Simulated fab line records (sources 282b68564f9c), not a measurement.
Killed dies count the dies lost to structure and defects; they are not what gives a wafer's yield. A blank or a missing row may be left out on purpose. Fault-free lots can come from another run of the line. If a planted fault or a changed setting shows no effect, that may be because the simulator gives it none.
Which tool did it? | flow rit-cmos | Sampling: 14 lots, 42 wafers, 4 of 202 route steps

== WHAT EACH GAUGE READ, for each wafer ==
RIT_NLDD_TW_MEAS_10. Usual: NLDD_TW typically reads 2492, with standard deviation 35.
lot  | measured    | on            | NLDD_TW        | flag
L160 | day 2 23:41 | film-metro-02 | 2542 2529 2525 |
L161 | day 3 00:08 | film-metro-02 | 2510 2528 2532 |
L162 | day 3 09:03 | film-metro-04 | 2466 2474 2476 |
L163 | day 3 10:46 | film-metro-03 | 2462 2452 2460 |
L164 | day 3 18:08 | film-metro-02 | 2525 2513 2535 |
L165 | day 3 19:44 | film-metro-04 | 2452 2458 2462 |
L173 | day 5 10:08 | film-metro-02 | 2522 2531 2541 |
L174 | day 5 16:08 | film-metro-02 | 2533 2531 2536 |
L176 | day 6 01:53 | film-metro-04 | 2448 2463 2460 |
L179 | day 6 17:17 | film-metro-03 | 2467 2457 2462 |
L180 | day 6 22:40 | film-metro-02 | 2546 2545 2521 |
L181 | day 7 03:03 | film-metro-04 | 2463 2463 2474 |
L182 | day 7 08:50 | film-metro-04 | 2473 2470 2456 |
L183 | day 7 12:05 | film-metro-04 | 2462 2479 2463 |

RIT_PLDD_OVL_MEAS_06. Usual: PLDD_OVL typically reads -1.4 nm, with standard deviation 1.3.
lot  | measured    | on         | PLDD_OVL (nm)  | flag
L160 | day 3 00:35 | overlay-02 | -1.0 -0.6 -1.9 |
L161 | day 3 01:10 | overlay-01 | -0.7 -1.2 -1.8 |
L162 | day 3 09:59 | overlay-01 | -3.3 -3.6 -4.6 |
L163 | day 3 11:40 | overlay-02 | -1.5 1.8 -0.7  |
L164 | day 3 19:02 | overlay-01 | 0.0 -1.5 -0.7  |
L165 | day 3 20:46 | overlay-02 | -0.1 -1.2 -1.3 |
L173 | day 5 11:10 | overlay-01 | -0.8 -2.3 -1.2 |
L174 | day 5 17:10 | overlay-01 | -2.6 -3.0 -1.8 |
L176 | day 6 03:01 | overlay-01 | -0.8 -1.4 -1.3 |
L179 | day 6 18:19 | overlay-02 | -2.1 -2.0 -1.2 |
L180 | day 6 23:43 | overlay-01 | -1.3 -2.3 -2.5 |
L181 | day 7 04:02 | overlay-02 | -1.5 -1.6 -0.2 |
L182 | day 7 09:52 | overlay-02 | 0.7 -0.1 0.3   |
L183 | day 7 13:07 | overlay-02 | -0.7 -0.6 -0.6 |

RIT_PSD_OVL_MEAS_06. Usual: PSD_OVL typically reads 0.9 nm, with standard deviation 1.4.
lot  | measured    | on         | PSD_OVL (nm)   | flag
L160 | day 3 06:08 | overlay-01 | 0.1 -1.1 -0.4  |
L161 | day 3 08:01 | overlay-02 | -1.0 -0.9 -0.4 |
L162 | day 3 16:25 | overlay-01 | 1.0 0.6 1.0    |
L163 | day 3 18:04 | overlay-02 | 1.8 0.7 1.5    |
L164 | day 4 00:43 | overlay-01 | -0.9 -2.3 -0.5 |
L165 | day 4 02:43 | overlay-01 | 0.2 -1.2 0.6   |
L173 | day 5 16:44 | overlay-02 | -0.2 -0.2 1.3  |
L174 | day 5 22:31 | overlay-02 | 0.7 -0.7 -0.1  |
L176 | day 6 09:36 | overlay-02 | 2.7 3.1 3.9    |
L179 | day 6 23:58 | overlay-02 | 1.9 1.5 3.6    |
L180 | day 7 05:18 | overlay-02 | 0.8 2.6 2.4    |
L181 | day 7 09:29 | overlay-01 | 2.2 3.3 2.8    |
L182 | day 7 15:24 | overlay-01 | -0.8 -0.5 -0.6 |
L183 | day 7 18:36 | overlay-01 | -0.6 -0.4 0.1  |

== WHAT TOOL EACH LOT RAN ON (gives the tool, then ch and the chambers of the sampled wafers, and finally the start) ==
lot  | RIT_NSD_HARDBAKE_07
L160 | litho-track-01 ch 0, day 3 04:38
L161 | litho-track-03 ch 0, day 3 06:40
L162 | litho-track-01 ch 0, day 3 15:02
L163 | litho-track-03 ch 0, day 3 16:35
L164 | litho-track-01 ch 0, day 3 23:12
L165 | litho-track-03 ch 0, day 4 01:16
L173 | litho-track-03 ch 0, day 5 15:14
L174 | litho-track-03 ch 0, day 5 21:08
L176 | litho-track-04 ch 0, day 6 08:14
L179 | litho-track-01 ch 0, day 6 22:29
L180 | litho-track-04 ch 0, day 7 03:47
L181 | litho-track-04 ch 0, day 7 08:07
L182 | litho-track-01 ch 0, day 7 14:02
L183 | litho-track-04 ch 0, day 7 17:11
- RIT_NSD_HARDBAKE_07: time 60 s.

== WHAT THE TOOLS THEMSELVES READ (means of the sampled wafers that have a number; where no wafer has one, the mark that the record gives instead) ==
RIT_NSD_HARDBAKE_07. Usual: heater-power-total-W 62.55 W, standard deviation 0.048; plate-temp-C 139.99 C, standard deviation 0.13.
lot  | tool           | heater-power-total-W (W) | plate-temp-C (C) | flag
L160 | litho-track-01 | 62.54                    | 139.90           |
L161 | litho-track-03 | 62.54                    | 140.01           |
L162 | litho-track-01 | 62.52                    | 140.03           |
L163 | litho-track-03 | 62.60                    | 139.94           |
L164 | litho-track-01 | 62.54                    | 139.82           |
L165 | litho-track-03 | 62.57                    | 139.96           |
L173 | litho-track-03 | 61.47                    | 138.19           | OFF
L174 | litho-track-03 | 61.52                    | 138.23           | OFF
L176 | litho-track-04 | 62.52                    | 140.10           |
L179 | litho-track-01 | 62.58                    | 140.10           |
L180 | litho-track-04 | 62.58                    | 139.90           |
L181 | litho-track-04 | 62.50                    | 140.02           |
L182 | litho-track-01 | 62.51                    | 140.12           |
L183 | litho-track-04 | 62.52                    | 139.85           |

== THE ANSWER, worked out from the rows above alone ==
Rule: a lot counts as off when the mean over its wafers that have a number is more than 3 standard deviations away from the usual mean. Also off: a lot with no number at a reading for which 4 or more lots have one. Any other lot the step has rows for is counted as sound. After the gauges, taken in route order, come the tools' own readings; for these a lot's mean is taken, as printed above. The first step at which some lot is off is used, and at that step the reading that is off furthest; a lot without a number counts as furthest.
Off at RIT_NSD_HARDBAKE_07 (heater-power-total-W): L173, L174.
A tool fits if, at that step or a process step before it, it ran every lot that is off, and no sound lot after the first of them. One candidate fits, namely litho-track-03 at RIT_NSD_HARDBAKE_07. Its last sound lot is L165 (day 4 01:16), its first lot that is off L173 (day 5 15:14): a fault that began between those two fits.
The tool's own readings at RIT_NSD_HARDBAKE_07 bear it out: on the lots that are off they differ by more than 5 times the standard deviation of the sound lots' means. heater-power-total-W reads 61.50 W there against 62.54 W on the sound lots; plate-temp-C reads 138.21 C there against 139.98 C on the sound lots.

== WHAT THE SIMULATOR HAD PUT IN ==
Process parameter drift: litho-track-03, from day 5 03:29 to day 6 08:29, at RIT_NSD_HARDBAKE_07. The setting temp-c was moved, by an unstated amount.
Lots struck among those shown: L173, L174. The rule above reached the same finding.
